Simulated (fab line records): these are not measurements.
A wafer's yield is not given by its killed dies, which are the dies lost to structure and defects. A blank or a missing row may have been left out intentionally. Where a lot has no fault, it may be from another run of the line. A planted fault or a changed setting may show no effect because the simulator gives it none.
2 desks looking at one fault | flow rit cmos | what lay behind the numbers comes last; until then each desk has only its own

THE METROLOGY DESK
What the gauges read for every lot (on any tool): the sampled wafers with a number, averaged. The brackets show how far a lot's mean lies from the usual mean; more than 4 standard deviations puts the lot out of limits, marked OUT. Shown here are 7 of its 9 readings, the ones lying furthest out on some lot.
Columns: A = cd nm at RIT_ACTIVE_CD_MEAS_11, usual 1400.6 nm; B = cd nm at RIT_ACTIVE_CD_MEAS_90, usual 1400.6 nm; C = FOX1_OXIDE_THK at RIT_FOX1_THK_MEAS_01, usual 349 nm; D = FOX2_OXIDE_THK at RIT_FOX2_THK_MEAS_01, usual 348 nm; E = FIELD_OXIDE_LEFT_1_THK at RIT_FOX2_THK_MEAS_90, usual 320 nm; F = NWELL_TW at RIT_NWELL_TW_MEAS_10, usual 2138; G = PWELL_TW at RIT_PWELL_TW_MEAS_10, usual 949
lot  | first seen here | A      | B      | C   | D   | E   | F    | G
L905 | day 1 15:14     | 1399.7 | 1399.5 | 351 | 351 | 324 | 2158 | 952
L913 | day 3 06:40     | 1399.1 | 1399.0 | 350 | 334 | 307 | 2104 | 956
L919 | day 4 13:31     | 1397.0 | 1397.0 | 351 | 351 | 325 | 2103 | 935
L922 | day 5 04:37     | 1401.8 | 1401.6 | 360 | 352 | 324 | 2153 | 936
L925 | day 5 19:00     | 1402.6 | 1403.0 | 354 | 346 | 319 | 2130 | 945
L927 | day 6 04:29     | 1400.5 | 1400.4 | 341 | 347 | 319 | 2152 | 948
This desk's verdict: no lot among the 6 shows anything out of limits.

AT THE TOOL OWNER'S DESK: furnace-04
The tool's own readings at RIT_FOX1_OXIDATION_00 (target thk 350.7 nm, ox time 1130 s): means of the sampled wafers that have a number, for each lot that ran on this tool. The brackets show how far a lot's mean lies from the usual mean; more than 4 standard deviations puts the lot out of limits, marked OUT.
Columns: A = ox temp c max at RIT_FOX1_OXIDATION_00, usual 1104.6; B = spike tc centre C at RIT_FOX1_OXIDATION_00, usual 1102.4 C; C = zone power centre pct at RIT_FOX1_OXIDATION_00, usual 48.7 %; D = zone power source pct at RIT_FOX1_OXIDATION_00, usual 40.4 %
lot  | first seen here | A      | B      | C    | D
L905 | day 1 19:19     | 1103.9 | 1103.5 | 45.6 | 43.4
L919 | day 4 16:20     | 1105.3 | 1102.2 | 46.4 | 43.4
L922 | day 5 05:51     | 1103.8 | 1104.4 | 45.9 | 43.1
This desk's verdict: no lot among the 3 shows anything out of limits.

TAKEN TOGETHER
Nothing out of limits was seen by the metrology desk.
The desk of the tool owner found nothing out of limits.

WHAT WAS PUT IN BY THE SIMULATOR
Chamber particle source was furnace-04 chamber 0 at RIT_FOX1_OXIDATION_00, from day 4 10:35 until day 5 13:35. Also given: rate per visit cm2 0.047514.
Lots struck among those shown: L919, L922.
